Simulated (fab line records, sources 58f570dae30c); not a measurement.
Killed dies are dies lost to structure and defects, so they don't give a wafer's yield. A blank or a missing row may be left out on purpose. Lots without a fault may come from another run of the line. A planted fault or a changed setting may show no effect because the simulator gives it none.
fab line records | flow berkeley_cmos170
record lots=5 wafers=23
route steps=331 shown M3@322
start_h: hours from the record's first day to the start of the lot's first wafer shown | wait_h: hours since the lot's step before | " the same as in the row above | L1.1+2: a row that stands for several wafers | - no value, or no start given | * or withheld: withheld | < > ~ a bound
route shown NAME@n: a module of which the file shows steps, and the number in the route of the first | usual: mean/standard deviation of fault-free wafers | same: alike in all rows | chamber/n: place in a boat | sites: the reading at each site | _std_site: their standard deviation | _edge_site: outer sites' mean less inner sites' | radius_mm: how far each site lies from the wafer's centre | mask NAME#n: copy n | behind: the tool/chamber that last shaped the wafer | hold: why the lot was held/for how many hours/how that ended | device: the transistor (n, p or np) that didn't switch | end of line: the same wafers' tests at the end of the route | a step without rows: its recipe alone | killed: dies lost to structure and defects at the first sort, not the wafer's yield | map: a wafer's dies, x killed, . not, _ none there
set.NAME: the setting as run; set.NAME@STEP: as run at that earlier step | model.NAME: the simulator's own value behind a step, which no gauge read
lots whose settings were changed on purpose; a table a step, a row a wafer
## steps
# step UCB170_M3_PEB_13
# recipe peb_temp_c=130 peb_time_s=withheld resist=KrF
# columns lot.wafer tool chamber start_h wait_h set.peb_temp_c
L075.1+2+3+4+5 litho_track-01 0 197.07 0.1 130
L079.2+4 litho_track-04 0 210.35 0.1 130
L079.3+5+6 " 0 " " 132.7
L082.1+4+6 litho_track-03 0 218.84 0.1 132.3
L082.2+5 " 0 " " 130
L083.1+6 litho_track-03 0 220.75 0.1 130
L083.2+3+4 " 0 " " 131.4
L084.1+2+5 litho_track-04 0 238.76 0.3 130
# step UCB170_M3_DEVELOP_14
# recipe developer=TMAH develop_time_s=45 resist=KrF dev_temp_c=21
# step UCB170_M3_CD_MEAS_15
# recipe target_cd_nm=700
# usual cd_nm=699.9/1.7
# columns lot.wafer tool chamber start_h wait_h set.peb_temp_c@M3_PEB_13 cd_nm
L075.1 cd_sem-02 - 197.34 - 130 696.4
L075.2 " - " " 130 697.7
L075.3 " - " " 130 697.7
L075.4 " - " " 130 698.7
L075.5 " - " " 130 698.3
L079.2 cd_sem-02 - 210.62 - 130 703.0
L079.3 " - " " 132.7 685.1
L079.4 " - " " 130 702.0
L079.5 " - " " 132.7 687.9
L079.6 " - " " 132.7 687.4
L082.1 cd_sem-02 - 219.11 - 132.3 687.3
L082.2 " - " " 130 699.6
L082.4 " - " " 132.3 687.6
L082.5 " - " " 130 701.0
L082.6 " - " " 132.3 687.3
L083.1 cd_sem-02 - 221.03 - 130 697.8
L083.2 " - " " 131.4 688.7
L083.3 " - " " 131.4 690.9
L083.4 " - " " 131.4 690.5
L083.6 " - " " 130 697.8
L084.1 cd_sem-02 - 239.03 - 130 700.7
L084.2 " - " " 130 701.6
L084.5 " - " " 130 702.1
# step UCB170_M3_ETCH_17
# recipe chemistry=N2/H2 target_depth_a=withheld overetch_a=withheld target=BARC time_s=withheld source_w=500 bias_w=100 pressure_mtorr=30 n2_flow_sccm=100 h2_flow_sccm=200
# columns lot.wafer tool chamber start_h wait_h set.peb_temp_c@M3_PEB_13 model.M3.cd_nm
L075.1 rie_diel-02 2 197.50 0.0 130 696.3
L075.2+5 " 1,2 " " 130 698.1
L075.3 " 0 " " 130 697.2
L075.4 " 3 " " 130 699
L079.2 rie_diel-04 1 210.76 0.0 130 702.7
L079.3 " 3 " " 132.7 685.6
L079.4 " 2 " " 130 702.8
L079.5 " 1 " " 132.7 688.1
L079.6 " 2 " " 132.7 688.4
L082.1 rie_diel-01 0 219.27 0.0 132.3 688.5
L082.2 " 2 " " 130 699.6
L082.4 " 2 " " 132.3 688.1
L082.5 " 1 " " 130 701.1
L082.6 " 0 " " 132.3 687.8
L083.1 rie_diel-04 2 221.18 0.0 130 697.8
L083.2 " 0 " " 131.4 688.4
L083.3 " 1 " " 131.4 691.5
L083.4 " 3 " " 131.4 690.1
L083.6 " 1 " " 130 697.7
L084.1 rie_diel-02 2 239.19 0.0 130 700.7
L084.2 " 1 " " 130 701.9
L084.5 " 3 " " 130 702.7
# step UCB170_M3_METAL_ETCH_18
# recipe chemistry=Cl2/BCl3 target=Al stop_on=SiO2 pressure_mtorr=12 target_depth_a=11700 over_etch_frac=0.3 time_s=195 icp_w=600 bias_w=120 Cl2_flow_sccm=90 bcl3_flow_sccm=45
# columns lot.wafer tool chamber start_h wait_h set.time_s set.peb_temp_c@M3_PEB_13 model.KrF_of_M3_COAT_10.thk_nm model.M3.cd_nm model.SiO2_of_V2_CVD_00.thk_nm
L075.1 rie_metal-02 0 197.54 - 195 130 213.4 697.2 938.4
L075.2 " 1 " " 195 130 - 698.5 -
L075.3 " 1 " " 167.2 130 - 705.5 -
L075.4 " 0 " " 195 130 210 698.9 937.5
L075.5 " 1 " " 167.2 130 - 704.6 -
L079.2 rie_metal-04 0 210.80 - 195 130 221 700.7 940.2
L079.3 " 0 " " 174.5 132.7 298.9 687.8 946.5
L079.4 " 1 " " 195 130 215.2 701.6 940.3
L079.5 " 1 " " 195 132.7 214.7 688.7 939.9
L079.6 " 0 " " 174.5 132.7 293.7 692.8 946.4
L082.1 rie_metal-04 0 219.31 - 195 132.3 219.2 686.7 939.7
L082.2 " 1 " " 195 130 220.3 698.3 939.7
L082.4 " 0 " " 195 132.3 216.1 687.8 939.1
L082.5 " 1 " " 212 130 156.5 698.2 932.9
L082.6 " 0 " " 212 132.3 160.3 683.4 933.4
L083.1 rie_metal-02 0 221.22 - 209.9 130 163.6 697.1 932.9
L083.2 " 1 " " 209.9 131.4 165.1 684.3 932.7
L083.3 " 1 " " 195 131.4 217.8 695.2 939.3
L083.4 " 0 " " 209.9 131.4 164.6 689 932.7
L083.6 " 1 " " 195 130 216.8 700.2 938.2
L084.1 rie_metal-04 1 239.23 - 195 130 220.2 703.5 937.3
L084.2 " 0 " " 195 130 220.5 702.9 937.3
L084.5 " 0 " " 195 130 224.2 703.7 938.8
# step UCB170_M3_STRIP_19
# recipe chemistry=O2 power_w=400 pressure_mtorr=3500 platen_temp_c=withheld o2_flow_sccm=400 overash_fraction=0.5
# usual oes_product_au=0.546/0.0078
# columns lot.wafer tool chamber start_h wait_h set.time_s@M3_METAL_ETCH_18 oes_product_au
L075.1 plasma_asher-01 0 197.73 0.1 195 0.536
L075.2 " 1 " " 195 0.537
L075.3 " 1 " " 167.2 0.637
L075.4 " 0 " " 195 0.544
L075.5 " 1 " " 167.2 0.640
L079.2 plasma_asher-04 1 210.99 0.1 195 0.539
L079.3 " 0 " " 174.5 0.637
L079.4 " 1 " " 195 0.541
L079.5 " 1 " " 195 0.547
L079.6 " 0 " " 174.5 0.618
L082.1 plasma_asher-01 0 219.50 0.1 195 0.548
L082.2 " 1 " " 195 0.554
L082.4 " 1 " " 195 0.548
L082.5 " 0 " " 212 0.486
L082.6 " 1 " " 212 0.486
L083.1 plasma_asher-04 1 221.41 0.1 209.9 0.493
L083.2 " 0 " " 209.9 0.493
L083.3 " 0 " " 195 0.553
L083.4 " 1 " " 209.9 0.492
L083.6 " 0 " " 195 0.547
L084.1 plasma_asher-04 0 239.42 0.1 195 0.552
L084.2 " 1 " " 195 0.550
L084.5 " 1 " " 195 0.556
# step UCB170_M3_CD_MEAS_90
# recipe target_cd_nm=700
# usual cd_nm=700.2/2.3
# columns lot.wafer tool chamber start_h wait_h set.peb_temp_c@M3_PEB_13 cd_nm
L075.1 cd_sem-01 - 197.83 0.1 130 697.4
L075.2 " - " " 130 698.7
L075.3 " - " " 130 705.7
L075.4 " - " " 130 698.6
L075.5 " - " " 130 704.6
L079.2 cd_sem-02 - 211.22 0.2 130 700.5
L079.3 " - " " 132.7 687.9
L079.4 " - " " 130 701.6
L079.5 " - " " 132.7 688.9
L079.6 " - " " 132.7 692.5
L082.1 cd_sem-01 - 219.60 0.1 132.3 687.0
L082.2 " - " " 130 698.3
L082.4 " - " " 132.3 687.8
L082.5 " - " " 130 698.4
L082.6 " - " " 132.3 683.6
L083.1 cd_sem-01 - 221.51 0.1 130 697.2
L083.2 " - " " 131.4 684.5
L083.3 " - " " 131.4 695.3
L083.4 " - " " 131.4 689.2
L083.6 " - " " 130 700.2
L084.1 cd_sem-02 - 239.52 0.1 130 703.5
L084.2 " - " " 130 702.8
L084.5 " - " " 130 703.7
## key
split step=UCB170_M3_PEB_13 setting=peb_temp_c stated=130 by=wafer
response step=UCB170_M3_CD_MEAS_15 reading=cd_nm change=-7.41 per=1% r=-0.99
response step=UCB170_M3_ETCH_17 reading=model.M3.cd_nm change=-7.19 per=1% r=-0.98
response step=UCB170_M3_METAL_ETCH_18 reading=model.M3.cd_nm change=-6.42 per=1% r=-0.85
response step=UCB170_M3_CD_MEAS_90 reading=cd_nm change=-6.38 per=1% r=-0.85
split step=UCB170_M3_METAL_ETCH_18 setting=time_s stated=195 by=wafer
response step=UCB170_M3_METAL_ETCH_18 reading=model.KrF_of_M3_COAT_10.thk_nm change=-7.2 per=1% r=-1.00
response step=UCB170_M3_METAL_ETCH_18 reading=model.SiO2_of_V2_CVD_00.thk_nm change=-0.685 per=1% r=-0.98
response step=UCB170_M3_STRIP_19 reading=oes_product_au change=-0.0074 per=1% r=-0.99
